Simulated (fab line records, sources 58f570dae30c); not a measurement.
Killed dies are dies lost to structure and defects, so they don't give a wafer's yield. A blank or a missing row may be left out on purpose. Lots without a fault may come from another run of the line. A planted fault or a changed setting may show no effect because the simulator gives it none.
Split-lot experiment | flow berkeley_cmos170 | 5 lots, 23 wafers read, on a route of 331 steps

THE SPLIT
At UCB170_ACTIVE_CVD_05 (deposits Si3N4 from SiH2Cl2/NH3, target thk 220 nm, time 3300 s), the setting sih2cl2_flow_sccm was moved away from the recipe's 25 sccm on 15 of the 23 wafers read, by -14.2% to +11.6%. The other wafers ran this setting at the recipe's value.

The file shows no step between the split and the reading.

THE READING
ACTIVE_NITRIDE_THK, in nm, at UCB170_ACTIVE_THK_MEAS_06. Fault-free wafers of this fab line usually give 221.3 nm, standard deviation 1.8 nm.

wafer  | tool, chamber at the split | sih2cl2_flow_sccm as run, sccm | against the recipe | ACTIVE_NITRIDE_THK, nm | against lot-mates on the recipe
L074.1 | -, -                       | 27.89                          | +11.6%             | 226.7                  | no lot-mate on the recipe
L074.3 | -, -                       | 27.89                          | +11.6%             | 227.4                  | no lot-mate on the recipe
L074.4 | -, -                       | 27.89                          | +11.6%             | 228.8                  | no lot-mate on the recipe
L074.5 | -, -                       | 27.89                          | +11.6%             | 227.3                  | no lot-mate on the recipe
L074.6 | -, -                       | 27.89                          | +11.6%             | 226.7                  | no lot-mate on the recipe
L077.1 | -, -                       | 25                             | recipe             | 218.5                  | -
L077.2 | -, -                       | 25                             | recipe             | 219.0                  | -
L077.3 | -, -                       | 25                             | recipe             | 221.1                  | -
L077.4 | -, -                       | 25                             | recipe             | 217.2                  | -
L077.6 | -, -                       | 25                             | recipe             | 219.0                  | -
L078.1 | -, -                       | 21.46                          | -14.2%             | 209.9                  | no lot-mate on the recipe
L078.3 | -, -                       | 21.46                          | -14.2%             | 212.9                  | no lot-mate on the recipe
L078.4 | -, -                       | 21.46                          | -14.2%             | 212.3                  | no lot-mate on the recipe
L078.5 | -, -                       | 21.46                          | -14.2%             | 211.0                  | no lot-mate on the recipe
L078.6 | -, -                       | 21.46                          | -14.2%             | 211.3                  | no lot-mate on the recipe
L084.1 | -, -                       | 21.76                          | -13.0%             | 215.7                  | no lot-mate on the recipe
L084.2 | -, -                       | 21.76                          | -13.0%             | 216.3                  | no lot-mate on the recipe
L084.3 | -, -                       | 21.76                          | -13.0%             | 215.1                  | no lot-mate on the recipe
L084.4 | -, -                       | 21.76                          | -13.0%             | 215.8                  | no lot-mate on the recipe
L084.5 | -, -                       | 21.76                          | -13.0%             | 214.5                  | no lot-mate on the recipe
L085.1 | lpcvd-02, 0                | 25                             | recipe             | 222.7                  | -
L085.3 | lpcvd-02, 0                | 25                             | recipe             | 221.1                  | -
L085.4 | lpcvd-02, 0                | 25                             | recipe             | 222.5                  | -

THE FIT
A straight line over all 23 wafers: ACTIVE_NITRIDE_THK changes by +0.548 nm for each +1% of sih2cl2_flow_sccm; r = +0.95; the points scatter about the line by 1.8 nm.
Too few moved wafers have a lot-mate on the recipe to fit a line with each lot's own level taken away.

THE WHOLE CHAIN: every reading that the file lists as answering this split, in the file's order
step                      | what it does                                                               | reading                                                                        | change (the file's fit)               | r (the file's)
UCB170_ACTIVE_CVD_05      | deposits Si3N4 from SiH2Cl2/NH3, target thk 220 nm, time 3300 s            | Si3N4_of_ACTIVE_CVD_05.thk_nm (the simulator's own value, which no gauge read) | +0.543 nm for each +1% of the setting | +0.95
UCB170_ACTIVE_THK_MEAS_06 |                                                                            | ACTIVE_NITRIDE_THK                                                             | +0.548 for each +1% of the setting    | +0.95
UCB170_ACTIVE_ETCH_15     | etches Si3N4 in CH3F/Ar/O2, stops on SiO2, target depth 242 nm, time 151 s | etch.depth_nm (the simulator's own value, which no gauge read)                 | +0.57 nm for each +1% of the setting  | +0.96

THE FILE'S OWN FIT
ACTIVE_NITRIDE_THK changes by +0.548 nm for each +1% of sih2cl2_flow_sccm, r = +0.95.
